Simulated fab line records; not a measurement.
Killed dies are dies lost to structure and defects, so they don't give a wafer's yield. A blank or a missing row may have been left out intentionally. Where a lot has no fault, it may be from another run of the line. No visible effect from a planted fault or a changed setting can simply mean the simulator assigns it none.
Which tool was responsible? | flow rit_cmos | 16 lots with 48 wafers sampled at 4 steps, on a route of 202 steps

## WHAT THE GAUGES READ, wafer by wafer
RIT_GATE_THK_MEAS_09.
lot  | measured    | on            | GATE_POLY_THK (nm)
L444 | day 2 20:41 | film_metro-03 | 250.0 249.6 250.7
L445 | day 3 02:13 | film_metro-01 | 253.3 252.2 251.0
L447 | day 3 14:51 | film_metro-01 | 254.5 255.0 251.8
L448 | day 3 14:52 | film_metro-02 | 249.2 248.1 248.0
L449 | day 3 18:19 | film_metro-03 | 253.1 252.8 250.4
L450 | day 4 01:32 | film_metro-03 | 252.4 252.2 251.4
L452 | day 4 13:52 | film_metro-01 | 248.7 248.4 248.6
L454 | day 4 22:20 | film_metro-01 | 248.2 248.3 248.9
L455 | day 5 04:19 | film_metro-02 | 247.6 249.8 251.0
L456 | day 5 04:20 | film_metro-01 | 250.8 251.4 250.3
L457 | day 5 07:59 | film_metro-03 | 248.5 248.0 246.9
L458 | day 5 16:14 | film_metro-02 | 250.1 248.4 247.6
L459 | day 6 00:10 | film_metro-02 | 252.3 252.1 253.2
L463 | day 6 15:13 | film_metro-02 | 246.6 247.5 246.9
L465 | day 7 00:30 | film_metro-03 | 252.5 254.5 254.8
L467 | day 7 10:34 | film_metro-01 | 249.7 248.8 247.9

RIT_PLDD_OVL_MEAS_06.
lot  | measured    | on         | PLDD_OVL (nm)
L444 | day 3 05:33 | overlay-02 | 2.3 2.8 2.6
L445 | day 3 14:05 | overlay-01 | 1.8 2.2 2.1
L447 | day 3 22:16 | overlay-01 | 1.3 1.6 2.7
L448 | day 4 00:17 | overlay-01 | -0.6 0.2 0.0
L449 | day 4 02:52 | overlay-02 | 2.4 2.4 2.7
L450 | day 4 11:01 | overlay-01 | 1.7 1.5 0.7
L452 | day 4 21:22 | overlay-01 | -2.5 -3.3 -2.4
L454 | day 5 05:52 | overlay-01 | -1.3 -2.7 -1.4
L455 | day 5 11:45 | overlay-02 | 4.5 3.6 5.3
L456 | day 5 12:49 | overlay-01 | 130.7 132.5 131.2 129.8 131.2 129.9
L457 | day 5 16:29 | overlay-02 | 131.1 131.7 133.0 130.3 131.0 131.5
L458 | day 6 00:14 | overlay-01 | 131.4 130.5 132.3 130.1 129.1 130.4
L459 | day 6 07:43 | overlay-02 | 131.9 130.9 132.0 131.3 129.5 130.9
L463 | day 6 22:53 | overlay-02 | -2.3 -1.7 -2.3
L465 | day 7 08:20 | overlay-01 | 0.6 -0.4 0.2
L467 | day 7 20:22 | overlay-02 | 0.3 -0.1 0.0

## WHICH TOOL RAN EACH LOT (tool, then ch and the chambers of the sampled wafers, then the start)
lot  | RIT_PRETRO_STRIP_09                 | RIT_PLDD_EXPOSE_03
L444 | plasma_asher-02 ch 0,1, day 2 14:38 | iline_stepper-02 ch 0, day 3 05:10
L445 | plasma_asher-03 ch 0,1, day 2 19:22 | iline_stepper-02 ch 0, day 3 13:41
L447 | plasma_asher-03 ch 0,1, day 3 03:53 | iline_stepper-02 ch 0, day 3 21:52
L448 | plasma_asher-03 ch 0,1, day 3 08:46 | iline_stepper-01 ch 0, day 3 23:55
L449 | plasma_asher-01 ch 1, day 3 11:43   | iline_stepper-02 ch 0, day 4 02:16
L450 | plasma_asher-02 ch 0,1, day 3 19:23 | iline_stepper-02 ch 0, day 4 10:37
L452 | plasma_asher-02 ch 0,1, day 4 08:35 | iline_stepper-02 ch 0, day 4 20:58
L454 | plasma_asher-02 ch 0,1, day 4 13:41 | iline_stepper-01 ch 0, day 5 05:26
L455 | plasma_asher-01 ch 0,1, day 4 18:42 | iline_stepper-02 ch 0, day 5 11:21
L456 | plasma_asher-01 ch 0,1, day 4 23:05 | iline_stepper-02 ch 0, day 5 12:27
L457 | plasma_asher-01 ch 1, day 5 03:14   | iline_stepper-02 ch 0, day 5 16:06
L458 | plasma_asher-02 ch 0,1, day 5 09:32 | iline_stepper-02 ch 0, day 5 23:50
L459 | plasma_asher-03 ch 0,1, day 5 19:14 | iline_stepper-02 ch 0, day 6 07:19
L463 | plasma_asher-01 ch 0,1, day 6 08:08 | iline_stepper-01 ch 0, day 6 22:14
L465 | plasma_asher-02 ch 0,1, day 6 17:23 | iline_stepper-01 ch 0, day 7 07:56
L467 | plasma_asher-02 ch 0,1, day 7 04:29 | iline_stepper-01 ch 0, day 7 19:59
- RIT_PRETRO_STRIP_09: strips in O2, time 180 s.
- RIT_PLDD_EXPOSE_03: exposes mask M8, target cd 40900 nm.

## AS READ BY THE TOOLS THEMSELVES (means over the sampled wafers that have a number; for cases with no such wafer, the mark the record gives instead)
RIT_PRETRO_STRIP_09.
lot  | tool            | drypump_motor_current_A (A)
L444 | plasma_asher-02 | 6.5
L445 | plasma_asher-03 | 6.2
L447 | plasma_asher-03 | 6.2
L448 | plasma_asher-03 | 6.2
L449 | plasma_asher-01 | 5.2
L450 | plasma_asher-02 | 6.5
L452 | plasma_asher-02 | 6.5
L454 | plasma_asher-02 | 6.4
L455 | plasma_asher-01 | 5.9
L456 | plasma_asher-01 | 5.9
L457 | plasma_asher-01 | 5.2
L458 | plasma_asher-02 | 6.5
L459 | plasma_asher-03 | 6.2
L463 | plasma_asher-01 | 5.9
L465 | plasma_asher-02 | 6.5
L467 | plasma_asher-02 | 6.5

## THE ANSWER, worked out from the rows above alone
Rule: the usual values come from the lots themselves. The widest of any qualifying gaps counts: lots, ordered by their means at a reading, are off when they make up no more than a third of the lots, leave a main group of 4 or more, and stand apart from it by 3 or more times the standard deviation of that group's means. A main group is skipped when, at the precision printed for the reading in the tables above, its means are all equal. Also off: a lot with no number at a reading for which 4 or more lots have one. Where the step has rows for the other lots, those lots are counted as sound. After the gauges, taken in route order, come the tools' own readings; for these a lot's mean is taken, as printed above. The first step at which some lot is off is used, and at that step the reading that is off furthest; a lot without a number counts as furthest.
Off: L456, L457, L458, L459, seen at RIT_PLDD_OVL_MEAS_06 (PLDD_OVL). The main group: mean 0.7 nm, standard deviation 2.1.
A tool fits if, at a process step before that reading, it ran every lot that is off, and no sound lot after the first of them. The gauges at RIT_PLDD_OVL_MEAS_06 are tried like those tools. One fits: iline_stepper-02 at RIT_PLDD_EXPOSE_03. A fault onset in the window from L455 (day 5 11:21, its last sound lot) to L456 (day 5 12:27, its first lot off) fits.

## WHAT THE SIMULATOR PUT IN
Scanner matching overlay: iline_stepper-02, from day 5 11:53 on, at RIT_PLDD_EXPOSE_03. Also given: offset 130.
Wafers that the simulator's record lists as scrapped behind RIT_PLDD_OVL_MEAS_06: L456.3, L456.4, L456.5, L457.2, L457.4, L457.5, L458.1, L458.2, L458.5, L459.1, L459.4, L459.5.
Lots struck among those shown: L456, L457, L458, L459. The rule above reached the same finding.
